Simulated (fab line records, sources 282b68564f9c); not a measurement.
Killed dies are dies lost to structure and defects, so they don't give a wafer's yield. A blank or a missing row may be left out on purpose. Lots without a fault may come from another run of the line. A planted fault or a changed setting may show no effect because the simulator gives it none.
fab line records | flow rit_cmos
record lots=6 wafers=18 last_day=7
route steps=202 shown NSD@141 PSD@142 SDANNEAL@153 PLDD@159 NLDD@160 SILICIDE@161 CONTACT@168 M1@202
lots that met no fault: from a run of the same line without faults
start_h: hours from the record's first day to the start of the lot's first wafer shown | wait_h: hours since the lot's step before | " the same as in the row above | L1.1+2: a row that stands for several wafers | - no value, or no start given | * or withheld: withheld | < > ~ a bound
route shown NAME@n: a module of which the file shows steps, and the number in the route of the first | usual: mean/standard deviation of fault-free wafers | same: alike in all rows | chamber/n: place in a boat | sites: the reading at each site | _std_site: their standard deviation | _edge_site: outer sites' mean less inner sites' | radius_mm: how far each site lies from the wafer's centre | mask NAME#n: copy n | behind: the tool/chamber that last shaped the wafer | hold: why the lot was held/for how many hours/how that ended | device: the transistor (n, p or np) that didn't switch | end of line: the same wafers' tests at the end of the route | a step without rows: its recipe alone | killed: dies lost to structure and defects at the first sort, not the wafer's yield | map: a wafer's dies, x killed, . not, _ none there
set.NAME: the setting as run; set.NAME@STEP: as run at that earlier step | model.NAME: the simulator's own value behind a step, which no gauge read
lots at some steps of the route; a table a step, a row a wafer
services: from which hour (start_h, from the record's first day; less than 0 if before it) a tool's chamber was out of use, for how many hours, and why
## steps
# step RIT_NSD_TW_MEAS_10
# usual NSD_TW=3143/16
# columns lot.wafer tool chamber start_h wait_h NSD_TW
L753.2 film_metro-01 - 64.38 0.1 3129
L753.4 " - " " 3151
L753.5 " - " " 3141
L760.1 film_metro-04 - 101.09 0.1 3152
L760.3 " - " " 3137
L760.6 " - " " 3155
L768.2 film_metro-02 - 156.24 0.1 3135
L768.4 " - " " 3132
L768.5 " - " " 3134
L770.2 film_metro-02 - 156.68 0.1 3113
L770.3 " - " " 3122
L770.5 " - " " 3132
L772.2 film_metro-01 - 164.97 0.1 3132
L772.3 " - " " 3132
L772.4 " - " " 3134
L771.1 film_metro-01 - 167.43 0.1 3138
L771.3 " - " " 3123
L771.6 " - " " 3146
# step RIT_PSD_HMDS_00
# recipe prime_time_s=60 prime_temp_c=141.1
# step RIT_PSD_COAT_01
# recipe resist=NOVOLAK spin_rpm=3250 resist_thk_nm=1000
# step RIT_PSD_SOFTBAKE_02
# recipe resist=NOVOLAK temp_c=90 time_s=60
# step RIT_PSD_EXPOSE_03
# recipe mask_id=M10 na=0.57 target_cd_nm=40900 dose_mj=250
# step RIT_PSD_PEB_04
# recipe resist=NOVOLAK temp_c=withheld time_s=withheld
# step RIT_PSD_DEVELOP_05
# recipe resist=NOVOLAK develop_time_s=50 dev_temp_c=23
# step RIT_PSD_OVL_MEAS_06
# usual PSD_OVL=-1.4/1.4
# columns lot.wafer tool chamber start_h wait_h PSD_OVL[nm]
L753.2 overlay-01 - 65.28 - -2.2
L753.4 " - " " -0.7
L753.5 " - " " 0.0
L760.1 overlay-01 - 102.00 - -0.9
L760.3 " - " " -0.7
L760.6 " - " " -0.4
L768.2 overlay-02 - 157.26 - 2.2
L768.4 " - " " 0.9
L768.5 " - " " 1.0
L770.2 overlay-01 - 157.73 - -1.2
L770.3 " - " " -1.1
L770.5 " - " " -3.0
L772.2 overlay-01 - 165.95 - -0.7
L772.3 " - " " -2.5
L772.4 " - " " -2.7
L771.1 overlay-02 - 168.48 - -2.9
L771.3 " - " " -1.6
L771.6 " - " " -3.3
# step RIT_PSD_HARDBAKE_07
# recipe resist=NOVOLAK temp_c=140 time_s=60
# step RIT_PSD_IMPLANT_08
# recipe species=BF2 energy_kev=27.24 dose_cm2=5e+15 tilt_deg=7
# step RIT_PSD_STRIP_09
# recipe chemistry=O2 time_s=180 resist=NOVOLAK platen_temp_c=withheld power_w=500 pressure_mtorr=4000 o2_flow_sccm=4000
# step RIT_PSD_TW_MEAS_10
# usual PSD_TW=3459/20
# columns lot.wafer tool chamber start_h wait_h PSD_TW
L753.2 film_metro-04 - 65.80 0.1 3476
L753.4 " - " " 3449
L753.5 " - " " 3448
L760.1 film_metro-01 - 102.51 0.1 3455
L760.3 " - " " 3482
L760.6 " - " " 3465
L768.2 film_metro-01 - 157.78 0.1 3470
L768.4 " - " " 3470
L768.5 " - " " 3443
L770.2 film_metro-02 - 158.24 0.1 3454
L770.3 " - " " 3447
L770.5 " - " " 3440
L772.2 film_metro-02 - 166.47 0.1 3420
L772.3 " - " " 3432
L772.4 " - " " 3436
L771.1 film_metro-01 - 169.12 0.1 3451
L771.3 " - " " 3453
L771.6 " - " " 3459
# step RIT_SDANNEAL_CLEAN_00
# recipe chemistry=SC1 mix=3:3:50 time_s=600 temp_c=75
# usual bath_heat_duty_pct=15.4/2.1
# columns lot.wafer tool chamber start_h wait_h bath_heat_duty_pct
L753.2 wet_bench-01 2 65.85 0.0 14.9
L753.4 " 2 " " 14.8
L753.5 " 2 " " 15.8
L760.1 wet_bench-02 0 102.57 0.1 13.5
L760.3 " 0 " " 12.9
L760.6 " 0 " " 12.5
L768.2 wet_bench-01 3 157.83 0.0 15.5
L768.4 " 3 " " 14.2
L768.5 " 3 " " 14.5
L770.2 wet_bench-01 3 158.29 0.0 14.8
L770.3 " 3 " " 14.1
L770.5 " 3 " " 14.6
L772.2 wet_bench-04 3 166.52 0.0 16.0
L772.3 " 3 " " 16.1
L772.4 " 3 " " 14.0
L771.1 wet_bench-02 0 169.18 0.1 12.8
L771.3 " 0 " " 13.3
L771.6 " 0 " " 13.8
# step RIT_SDANNEAL_CLEAN_01
# recipe chemistry=dHF dilution=50:1 time_s=30
# step RIT_SDANNEAL_CLEAN_02
# recipe chemistry=SC2 mix=3:3:50 time_s=600 temp_c=75 dry=n2_spin
# step RIT_SDANNEAL_RTA_03
# recipe temp_c=1050 time_s=5 idle_temp_c=600 ramp_up_c_per_s=342 ramp_down_c_per_s=171 cool_to_c=600 ambient=N2
# usual anneal_temp_c_max=1056.1/1.1 chamber_o2_ppm=1.995/0.023 wafer_temp_C_max=1053.5/1.1
# columns lot.wafer tool chamber start_h wait_h anneal_temp_c_max chamber_o2_ppm wafer_temp_C_max
L753.2 rtp_anneal-01 0 66.24 0.0 1054.9 1.952 1052.7
L753.4 " 0 " " 1055.3 1.949 1054.0
L753.5 " 0 " " 1055.3 1.971 1051.9
L760.1 rtp_anneal-02 0 102.94 0.0 1055.9 1.981 1054.4
L760.3 " 0 " " 1056.9 2.004 1052.8
L760.6 " 0 " " 1057.9 1.967 1052.8
L768.2 rtp_anneal-02 0 158.24 0.0 1053.9 2.001 1053.3
L768.4 " 0 " " 1055.2 2.011 1053.9
L768.5 " 0 " " 1055.8 2.004 1053.9
L770.2 rtp_anneal-02 0 158.70 0.0 1056.5 2.003 1052.5
L770.3 " 0 " " 1056.5 1.996 1053.9
L770.5 " 0 " " 1054.9 2.024 1053.9
L772.2 rtp_anneal-01 0 167.24 0.0 1056.6 2.052 1054.5
L772.3 " 0 " " 1056.1 2.039 1054.8
L772.4 " 0 " " 1055.2 2.033 1053.2
L771.1 rtp_anneal-02 0 169.73 0.0 1056.2 1.951 1053.4
L771.3 " 0 " " 1054.8 1.976 1054.8
L771.6 " 0 " " 1055.4 1.992 1054.4
# step RIT_SDANNEAL_RS_MEAS_04
# recipe thk_meas_gauge=four-point-probe
# usual PSD_RS=115.44/0.29
# columns lot.wafer tool chamber start_h wait_h PSD_RS[ohm/sq]
L753.2 film_metro-02 - 66.31 0.1 115.64
L753.4 " - " " 115.44
L753.5 " - " " 115.59
L760.1 film_metro-04 - 103.00 0.0 115.49
L760.3 " - " " 115.09
L760.6 " - " " 115.21
L768.2 film_metro-01 - 158.31 0.1 114.73
L768.4 " - " " 114.92
L768.5 " - " " 114.94
L770.2 film_metro-01 - 158.79 0.1 115.15
L770.3 " - " " 115.41
L770.5 " - " " 115.51
L772.2 film_metro-02 - 167.31 0.1 115.66
L772.3 " - " " 115.86
L772.4 " - " " 115.68
L771.1 film_metro-04 - 169.79 0.0 115.32
L771.3 " - " " 115.25
L771.6 " - " " 114.78
# step RIT_SDANNEAL_RS_MEAS_05
# recipe thk_meas_gauge=four-point-probe
# usual NSD_RS=84.5/0.3
# columns lot.wafer tool chamber start_h wait_h NSD_RS[ohm/sq]
L753.2 film_metro-02 - 66.43 0.1 84.9
L753.4 " - " " 84.8
L753.5 " - " " 84.9
L760.1 film_metro-04 - 103.12 0.1 84.3
L760.3 " - " " 84.5
L760.6 " - " " 84.3
L768.2 film_metro-01 - 158.43 0.1 84.5
L768.4 " - " " 84.6
L768.5 " - " " 84.8
L770.2 film_metro-01 - 158.91 0.1 84.0
L770.3 " - " " 83.9
L770.5 " - " " 84.2
L772.2 film_metro-02 - 167.43 0.1 84.5
L772.3 " - " " 84.4
L772.4 " - " " 84.4
L771.1 film_metro-04 - 169.91 0.1 84.3
L771.3 " - " " 84.0
L771.6 " - " " 84.2
# step RIT_SDANNEAL_RS_MEAS_06
# recipe thk_meas_gauge=four-point-probe
# usual PLDD_RS=179.6/0.48
# columns lot.wafer tool chamber start_h wait_h PLDD_RS[ohm/sq]
L753.2 film_metro-02 - 66.55 0.1 179.5
L753.4 " - " " 180.0
L753.5 " - " " 179.5
L760.1 film_metro-04 - 103.24 0.1 179.3
L760.3 " - " " 178.9
L760.6 " - " " 179.6
L768.2 film_metro-01 - 158.55 0.1 178.2
L768.4 " - " " 178.9
L768.5 " - " " 178.8
L770.2 film_metro-01 - 159.03 0.1 179.5
L770.3 " - " " 180.1
L770.5 " - " " 180.1
L772.2 film_metro-02 - 167.55 0.1 179.9
L772.3 " - " " 180.0
L772.4 " - " " 180.3
L771.1 film_metro-04 - 170.03 0.1 178.9
L771.3 " - " " 179.7
L771.6 " - " " 179.1
# step RIT_SDANNEAL_RS_MEAS_07
# recipe thk_meas_gauge=four-point-probe
# usual NLDD_RS=150.4/0.52
# columns lot.wafer tool chamber start_h wait_h NLDD_RS[ohm/sq]
L753.2 film_metro-02 - 66.67 0.1 151.5
L753.4 " - " " 151.4
L753.5 " - " " 150.6
L760.1 film_metro-04 - 103.36 0.1 149.9
L760.3 " - " " 149.9
L760.6 " - " " 149.5
L768.2 film_metro-01 - 158.67 0.1 150.0
L768.4 " - " " 149.7
L768.5 " - " " 150.3
L770.2 film_metro-01 - 159.15 0.1 149.5
L770.3 " - " " 149.4
L770.5 " - " " 149.4
L772.2 film_metro-02 - 167.67 0.1 150.8
L772.3 " - " " 150.9
L772.4 " - " " 151.0
L771.1 film_metro-04 - 170.15 0.1 150.6
L771.3 " - " " 150.1
L771.6 " - " " 150.3
# step RIT_SILICIDE_WET_ETCH_00
# recipe chemistry=BOE target=SiO2 target_depth_nm=14 time_s=15 dry=n2_spin dilution=10:1 temp_c=21.5
# step RIT_SILICIDE_SPUTTER_01
# recipe material=Ti target_thk_nm=30 power_w=350 chamber_pressure_pa=0.667 gas=Ar time_s=240 substrate_temp_c=25
# step RIT_SILICIDE_RS_MEAS_02
# recipe thk_meas_gauge=four-point-probe reads=Ti_of_SILICIDE_SPUTTER_01
# usual SILICIDE_TI_RS=48.0/0.82
# columns lot.wafer tool chamber start_h wait_h SILICIDE_TI_RS[ohm/sq]
L753.2 film_metro-03 - 66.95 0.1 47.7
L753.4 " - " " 47.4
L753.5 " - " " 48.0
L760.1 film_metro-01 - 103.64 0.1 48.9
L760.3 " - " " 47.7
L760.6 " - " " 48.8
L768.2 film_metro-03 - 158.95 0.1 46.8
L768.4 " - " " 47.1
L768.5 " - " " 46.5
L770.2 film_metro-01 - 159.43 0.1 48.2
L770.3 " - " " 48.6
L770.5 " - " " 48.4
L772.2 film_metro-03 - 167.95 0.1 48.4
L772.3 " - " " 48.3
L772.4 " - " " 49.2
L771.1 film_metro-03 - 170.43 0.1 46.8
L771.3 " - " " 47.4
L771.6 " - " " 47.5
# step RIT_SILICIDE_THK_MEAS_03
# recipe thk_meas_gauge=xrf reads=Ti_of_SILICIDE_SPUTTER_01
# usual SILICIDE_TI_THK=29.6/0.43
# columns lot.wafer tool chamber start_h wait_h SILICIDE_TI_THK[nm]
L753.2 film_metro-03 - 67.06 0.1 29.8
L753.4 " - " " 30.0
L753.5 " - " " 29.4
L760.1 film_metro-01 - 103.76 0.1 29.0
L760.3 " - " " 29.5
L760.6 " - " " 29.2
L768.2 film_metro-03 - 159.06 0.1 30.3
L768.4 " - " " 30.0
L768.5 " - " " 30.5
L770.2 film_metro-01 - 159.54 0.1 29.2
L770.3 " - " " 29.0
L770.5 " - " " 29.2
L772.2 film_metro-03 - 168.06 0.1 29.5
L772.3 " - " " 29.4
L772.4 " - " " 29.0
L771.1 film_metro-03 - 170.55 0.1 30.4
L771.3 " - " " 29.8
L771.6 " - " " 29.9
# step RIT_SILICIDE_RTA_04
# recipe temp_c=650 time_s=10 idle_temp_c=25 ramp_up_s=5 ramp_down_s=5 cool_to_c=25 ambient=N2
# usual anneal_temp_c_max=653.6/0.68 chamber_o2_ppm=2.005/0.021 wafer_temp_C_max=653.3/0.68
# columns lot.wafer tool chamber start_h wait_h anneal_temp_c_max chamber_o2_ppm wafer_temp_C_max
L753.2 rtp_anneal-02 0 67.13 0.1 653.6 1.992 653.3
L753.4 " 0 " " 655.1 1.995 652.9
L753.5 " 0 " " 653.7 2.012 653.4
L760.1 rtp_anneal-01 0 103.82 0.1 653.1 2.011 653.7
L760.3 " 0 " " 653.5 2.041 653.6
L760.6 " 0 " " 653.7 2.031 653.7
L768.2 rtp_anneal-01 0 159.12 0.1 652.9 2.005 654.1
L768.4 " 0 " " 653.4 1.994 652.5
L768.5 " 0 " " 654.5 2.014 653.7
L770.2 rtp_anneal-01 0 159.60 0.1 654.2 2.001 652.7
L770.3 " 0 " " 654.8 2.038 652.4
L770.5 " 0 " " 653.5 2.000 652.7
L772.2 rtp_anneal-02 0 168.12 0.1 654.0 1.976 654.0
L772.3 " 0 " " 653.6 1.983 653.4
L772.4 " 0 " " 653.3 2.008 653.2
L771.1 rtp_anneal-02 0 170.61 0.1 653.7 2.002 651.6
L771.3 " 0 " " 653.2 1.993 653.3
L771.6 " 0 " " 654.5 2.017 651.9
# step RIT_SILICIDE_WET_ETCH_05
# recipe chemistry=SPM target=Ti temp_c=90 time_s=120 dry=n2_spin
# step RIT_SILICIDE_RTA_06
# recipe temp_c=750 time_s=10 idle_temp_c=25 ramp_up_s=5 ramp_down_s=10 cool_to_c=25 ambient=N2
# usual anneal_temp_c_max=754.3/0.81 chamber_o2_ppm=2.002/0.022 wafer_temp_C_max=753.8/0.76
# columns lot.wafer tool chamber start_h wait_h anneal_temp_c_max chamber_o2_ppm wafer_temp_C_max
L753.2 rtp_anneal-01 0 67.30 0.0 754.7 2.013 754.9
L753.4 " 0 " " 753.7 1.994 753.3
L753.5 " 0 " " 754.1 2.017 754.2
L760.1 rtp_anneal-02 0 103.93 0.0 752.8 1.998 752.7
L760.3 " 0 " " 754.1 1.995 754.1
L760.6 " 0 " " 755.3 1.987 754.4
L768.2 rtp_anneal-02 0 159.23 0.0 754.3 1.999 752.6
L768.4 " 0 " " 752.7 1.996 752.6
L768.5 " 0 " " 756.4 2.004 753.4
L770.2 rtp_anneal-02 0 159.71 0.0 753.7 2.012 752.6
L770.3 " 0 " " 753.8 2.005 753.8
L770.5 " 0 " " 752.9 2.018 753.8
L772.2 rtp_anneal-01 0 168.27 0.0 753.5 2.009 753.3
L772.3 " 0 " " 753.6 2.010 753.2
L772.4 " 0 " " 754.2 2.016 752.9
L771.1 rtp_anneal-01 0 170.72 0.0 755.0 1.992 755.0
L771.3 " 0 " " 754.8 1.981 754.3
L771.6 " 0 " " 753.7 1.961 755.6
# step RIT_CONTACT_CVD_00
# recipe material=SiO2 target_thk_nm=400 precursor=TEOS temp_c=390 time_s=61 rf_w=414.4
# usual heater_power_w=298/42
# columns lot.wafer tool chamber start_h wait_h heater_power_w
L753.2 pecvd-02 2 67.35 0.0 276
L753.4 " 1 " " 291
L753.5 " 2 " " 291
L760.1 pecvd-01 2 103.99 0.1 324
L760.3 " 0 " " 418
L760.6 " 1 " " 285
L768.2 pecvd-02 1 159.28 0.0 270
L768.4 " 1 " " 275
L768.5 " 0 " " 282
L770.2 pecvd-04 1 159.76 0.0 256
L770.3 " 2 " " 278
L770.5 " 2 " " 283
L772.2 pecvd-02 0 168.33 0.0 234
L772.3 " 1 " " 272
L772.4 " 1 " " 282
L771.1 pecvd-01 1 170.79 0.1 339
L771.3 " 2 " " 257
L771.6 " 0 " " 390
# step RIT_CONTACT_THK_MEAS_01
# recipe reads=SiO2_of_CONTACT_CVD_00
# usual CONTACT_TEOS_THK=404/5
# columns lot.wafer tool chamber start_h wait_h CONTACT_TEOS_THK[nm]
L753.2 film_metro-04 - 67.44 0.1 398
L753.4 " - " " 414
L753.5 " - " " 402
L760.1 film_metro-03 - 104.04 0.0 403
L760.3 " - " " 404
L760.6 " - " " 409
L768.2 film_metro-03 - 159.34 0.0 404
L768.4 " - " " 411
L768.5 " - " " 408
L770.2 film_metro-04 - 159.82 0.0 395
L770.3 " - " " 395
L770.5 " - " " 404
L772.2 film_metro-04 - 168.39 0.0 401
L772.3 " - " " 402
L772.4 " - " " 408
L771.1 film_metro-04 - 170.84 0.0 401
L771.3 " - " " 402
L771.6 " - " " 413
# step RIT_CONTACT_HMDS_02
# recipe prime_time_s=60 prime_temp_c=140
# step RIT_CONTACT_COAT_03
# recipe resist=NOVOLAK spin_rpm=3250 resist_thk_nm=1000
# step RIT_CONTACT_SOFTBAKE_04
# recipe resist=NOVOLAK temp_c=90 time_s=60
# step RIT_CONTACT_EXPOSE_05
# recipe mask_id=M11 na=0.6 source_shape=conventional sigma_outer=0.5 target_cd_nm=1000 dose_mj=250
# step RIT_CONTACT_PEB_06
# recipe resist=NOVOLAK temp_c=withheld time_s=withheld
# step RIT_CONTACT_DEVELOP_07
# recipe resist=NOVOLAK develop_time_s=120 dev_temp_c=23
# step RIT_CONTACT_CD_MEAS_08
# recipe target_cd_nm=1000
# usual cd_nm=1000.0/2.2
# columns lot.wafer tool chamber start_h wait_h cd_nm
L753.2 cd_sem-02 - 68.47 - 997.1
L753.4 " - " " 995.4
L753.5 " - " " 996.3
L760.1 cd_sem-02 - 105.20 - 999.6
L760.3 " - " " 997.0
L760.6 " - " " 999.0
L768.2 cd_sem-01 - 160.51 - 998.0
L768.4 " - " " 997.3
L768.5 " - " " 995.1
L770.2 cd_sem-02 - 161.19 - 998.3
L770.3 " - " " 999.6
L770.5 " - " " 1000.5
L772.2 cd_sem-01 - 169.47 - 998.1
L772.3 " - " " 999.3
L772.4 " - " " 998.7
L771.1 cd_sem-02 - 172.12 - 1004.3
L771.3 " - " " 1003.6
L771.6 " - " " 1002.7
# step RIT_CONTACT_OVL_MEAS_09
# usual CONTACT_OVL=1.2/1.6
# columns lot.wafer tool chamber start_h wait_h CONTACT_OVL[nm]
L753.2 overlay-02 - 68.58 0.1 -0.3
L753.4 " - " " 0.2
L753.5 " - " " -0.5
L760.1 overlay-02 - 105.32 0.1 4.3
L760.3 " - " " 2.6
L760.6 " - " " 2.2
L768.2 overlay-02 - 160.61 0.1 2.7
L768.4 " - " " 4.3
L768.5 " - " " 1.7
L770.2 overlay-01 - 161.30 0.1 0.2
L770.3 " - " " -0.1
L770.5 " - " " 1.4
L772.2 overlay-02 - 169.57 0.1 -1.9
L772.3 " - " " -2.4
L772.4 " - " " -1.6
L771.1 overlay-01 - 172.24 0.1 0.6
L771.3 " - " " -0.2
L771.6 " - " " 1.4
# step RIT_CONTACT_HARDBAKE_10
# recipe resist=NOVOLAK temp_c=140 time_s=60
# step RIT_CONTACT_ETCH_11
# recipe target_depth_a=4800 over_etch_frac=0.2 stop_on=TiSi2 chemistry=CHF3/CF4/Ar target=SiO2 CHF3_flow_sccm=50 cf4_flow_sccm=10 Ar_flow_sccm=100 O2_flow_sccm=5 pressure_mtorr=100 rf_w=200 time_s=320
# usual drypump_motor_current_A=5.8/0.48 oes_product_au=0.987/0.014 throttle_valve_pct=8.84/0.19
# columns lot.wafer tool chamber start_h wait_h drypump_motor_current_A oes_product_au rf_hours_counter_h throttle_valve_pct
L753.2 rie_diel-01 1 68.76 0.1 6.2 0.984 31 8.99
L753.4 " 3 " " 4.8 0.986 146 8.95
L753.5 " 2 " " 5.4 0.999 - 8.60
L760.1 rie_diel-01 3 105.50 0.1 4.8 0.982 147 8.96
L760.3 " 2 " " 5.4 1.001 3 8.60
L760.6 " 1 " " 6.2 0.996 - 8.99
L768.2 rie_diel-03 1 161.09 0.1 6.0 0.984 1 8.54
L768.4 " 0 " " 6.5 0.979 3 8.74
L768.5 " 0 " " 6.5 0.978 - 8.76
L770.2 rie_diel-03 1 161.52 0.1 6.0 0.994 1 8.56
L770.3 " 2 " " 5.8 1.008 146 9.11
L770.5 " 0 " " 6.5 0.981 - 8.75
L772.2 rie_diel-03 1 169.85 0.1 6.0 0.987 1 8.55
L772.3 " 3 " " 5.7 0.972 81 8.96
L772.4 " 0 " " 6.5 0.974 4 8.75
L771.1 rie_diel-04 0 172.43 0.1 5.7 0.977 14 8.67
L771.3 " 3 " " 5.5 0.969 6 8.72
L771.6 " 3 " " 5.5 0.983 - 8.72
# step RIT_CONTACT_STRIP_12
# recipe chemistry=O2 time_s=175.2 resist=NOVOLAK platen_temp_c=withheld power_w=500 pressure_mtorr=4000 o2_flow_sccm=4000
# step RIT_CONTACT_CD_MEAS_90
# recipe target_cd_nm=1000
# usual cd_nm=1000.0/2.2
# columns lot.wafer tool chamber start_h wait_h cd_nm
L753.2 cd_sem-02 - 69.15 0.1 997.6
L753.4 " - " " 995.8
L753.5 " - " " 997.2
L760.1 cd_sem-02 - 105.87 0.1 999.3
L760.3 " - " " 996.9
L760.6 " - " " 998.8
L768.2 cd_sem-01 - 161.48 0.1 998.7
L768.4 " - " " 996.9
L768.5 " - " " 995.0
L770.2 cd_sem-02 - 161.91 0.1 999.3
L770.3 " - " " 999.2
L770.5 " - " " 1000.6
L772.2 cd_sem-01 - 170.24 0.1 998.8
L772.3 " - " " 999.6
L772.4 " - " " 997.7
L771.1 cd_sem-02 - 172.80 0.1 1004.5
L771.3 " - " " 1003.0
L771.6 " - " " 1002.2
# step RIT_CONTACT_CLEAN_13
# recipe chemistry=SC1 mix=3:3:50 time_s=600 temp_c=75
# step RIT_M1_PROBE_99
# usual killed_at_front_end=7.1/2.8 killed_dies=7.1/2.9 killed_open=3.4/2 killed_short=3.6/2.1
# same gross_dies=264 killed_at_M0_to_M3=0 killed_at_M4_up=0 killed_at_back_side=0 killed_at_contacts=0 killed_at_other=0
# columns lot.wafer tool chamber start_h wait_h killed_at_front_end killed_dies killed_open killed_short
L753.2 prober-01 - 73.84 0.1 8 8 2 6
L753.4 prober-01 - 73.94 0.2 7 7 4 3
L753.5 prober-01 - 73.99 0.2 7 7 5 2
L760.1 prober-02 - 110.50 0.1 4 4 0 3
L760.3 prober-02 - 110.60 0.2 7 7 4 2
L760.6 prober-02 - 110.75 0.2 3 3 1 2
L768.2 prober-02 - 166.65 0.1 28 28 2 4
L768.4 prober-02 - 166.75 0.2 31 31 5 3
L768.5 prober-02 - 166.80 0.2 33 33 3 4
L770.2 prober-01 - 168.15 0.1 31 31 1 2
L770.3 prober-01 - 168.20 0.2 32 32 3 4
L770.5 prober-01 - 168.30 0.2 39 39 2 7
L772.2 prober-01 - 175.05 0.1 1 1 1 0
L772.3 prober-01 - 175.10 0.2 3 3 2 1
L772.4 prober-01 - 175.15 0.2 7 7 3 4
L771.1 prober-02 - 177.45 0.1 4 4 3 1
L771.3 prober-02 - 177.55 0.2 15 15 7 8
L771.6 prober-02 - 177.70 0.2 5 5 4 1
# killed by level:class
L753.2 GATE:geometric_particle:short=4 SILICIDE:geometric_particle:short=2 REOX:geometric_particle:open=1 SPACER:geometric_particle:open=1
L753.4 GATE:geometric_particle:open=2 GATE:geometric_particle:short=2 FOX1:geometric_particle:open=1 FOX2:geometric_particle:open=1 SILICIDE:geometric_particle:short=1
L753.5 FOX1:geometric_particle:open=1 FOX2:geometric_particle:short=1 FOX2:geometric_particle:open=1 SILICIDE:geometric_particle:short=1 GATE:geometric_particle:open=1 SPACER:geometric_particle:open=1 SILICIDE:geometric_particle:open=1
L760.1 FOX2:geometric_particle:short=1 GATE:geometric_particle:short=1 REOX:geometric_particle:short=1 NRETRO:coat_microbubble_printed=1
L760.3 REOX:geometric_particle:open=2 SPACER:geometric_particle:open=2 GATE:geometric_particle:short=1 SPACER:geometric_particle:short=1 NRETRO:coat_microbubble_printed=1
L760.6 GATE:geometric_particle:short=2 FOX2:geometric_particle:open=1
L768.2 SDANNEAL:unspecified=22 GATE:geometric_particle:short=3 GATE:geometric_particle:open=1 REOX:geometric_particle:short=1 SPACER:geometric_particle:open=1
L768.4 SDANNEAL:unspecified=23 GATE:geometric_particle:open=4 GATE:geometric_particle:short=2 FOX2:geometric_particle:short=1 REOX:geometric_particle:open=1
L768.5 SDANNEAL:unspecified=26 FOX1:geometric_particle:short=2 FOX1:geometric_particle:open=1 FOX2:geometric_particle:short=1 FOX2:geometric_particle:open=1 GATE:geometric_particle:short=1 REOX:geometric_particle:open=1
L770.2 SDANNEAL:unspecified=28 GATE:geometric_particle:open=1 GATE:geometric_particle:short=1 SPACER:geometric_particle:short=1
L770.3 SDANNEAL:unspecified=25 GATE:geometric_particle:short=3 FOX1:geometric_particle:short=1 FOX2:geometric_particle:open=1 GATE:geometric_particle:open=1 REOX:geometric_particle:open=1
L770.5 SDANNEAL:unspecified=30 GATE:geometric_particle:short=3 FOX1:geometric_particle:short=1 FOX2:geometric_particle:short=1 GATE:geometric_particle:open=1 SPACER:geometric_particle:open=1 SPACER:geometric_particle:short=1 SILICIDE:geometric_particle:short=1
L772.2 FOX1:geometric_particle:open=1
L772.3 GATE:geometric_particle:open=2 SILICIDE:geometric_particle:short=1
L772.4 GATE:geometric_particle:open=3 GATE:geometric_particle:short=2 SPACER:geometric_particle:short=1 SILICIDE:geometric_particle:short=1
L771.1 GATE:geometric_particle:open=3 GATE:geometric_particle:short=1
L771.3 GATE:geometric_particle:short=5 GATE:geometric_particle:open=3 SILICIDE:geometric_particle:open=3 SPACER:geometric_particle:short=2 FOX2:geometric_particle:short=1 SPACER:geometric_particle:open=1
L771.6 GATE:geometric_particle:open=4 FOX2:geometric_particle:short=1
# map L768.5 (x killed, . not)
________.....x._______
_____..x..x.......____
____...............___
___.................__
__.....x............._
__....x.xxx.........._
_....xx.xxx...........
_.....xxxxxx..........
_.....x.xxxx..........
_.....xxxxx.x.........
__..................._
__..................._
___x.....x....x.....__
____...............___
_____.............____
________......._______
# map L770.5 (x killed, . not)
________......._______
_____.............____
____x..............___
___...........x....x__
__......x...........x_
__....x.xxxx........._
_....x.xxxx...........
_.....xxxxxx..........
_....xxxxxxx..........
_.....x.xxxx..........
__.......x.x........._
__..........x.......x_
___................x__
____...............___
_____..x..........____
________......._______
## services
# columns tool chamber start_h hours kind
pecvd-02 0 45.53 102.1 repair
rie_diel-01 2 72.70 12.5 repair
rie_diel-01 1 72.79 3.0 repair
rie_diel-03 - 86.39 1.6 repair
rie_diel-03 3 89.75 6.1 repair
rie_diel-03 - 91.46 0.5 repair
rie_diel-04 - 91.95 0.8 repair
rie_diel-03 1 99.35 - clean
rie_diel-03 1 99.35 19.9 scheduled_down
rie_diel-03 1 99.35 19.9 vent_cycle
rie_diel-01 - 129.44 4.3 pm
rie_diel-01 0 137.90 23.8 repair
pecvd-01 0 143.69 15.9 repair
pecvd-04 0 144.91 11.5 repair
rie_diel-01 3 165.38 - clean
## key
first_sign step=RIT_M1_PROBE_99 reading=killed_at_front_end direction=up sigmas=8.9 usual=7.1 struck=32.3
effect step=RIT_M1_PROBE_99 reading=killed_dies direction=up sigmas=8.8 usual=7.1 struck=32.3
met_at RIT_SDANNEAL_CLEAN_00
struck_wafers L768.2,L768.4,L768.5,L770.2,L770.3,L770.5
tester_left_out L768,L770
onset_between 65.85 157.83
also_fits RIT_SILICIDE_RTA_04:rtp_anneal-01,RIT_SILICIDE_RTA_06:rtp_anneal-02
fault kind=chamber_particle_source tool=wet_bench-01 chamber=- onset_h=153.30 steps=RIT_SDANNEAL_CLEAN_00 rate_per_visit_cm2=0.44777 end_h=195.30
# tester_left_out: of these lots the tester's yield and bins aren't shown, on N5 and GAA mostly nor the transistor test; their killed dies are dies lost to structure and defects alone, not to doping, threshold or leakage, so they don't give the yield
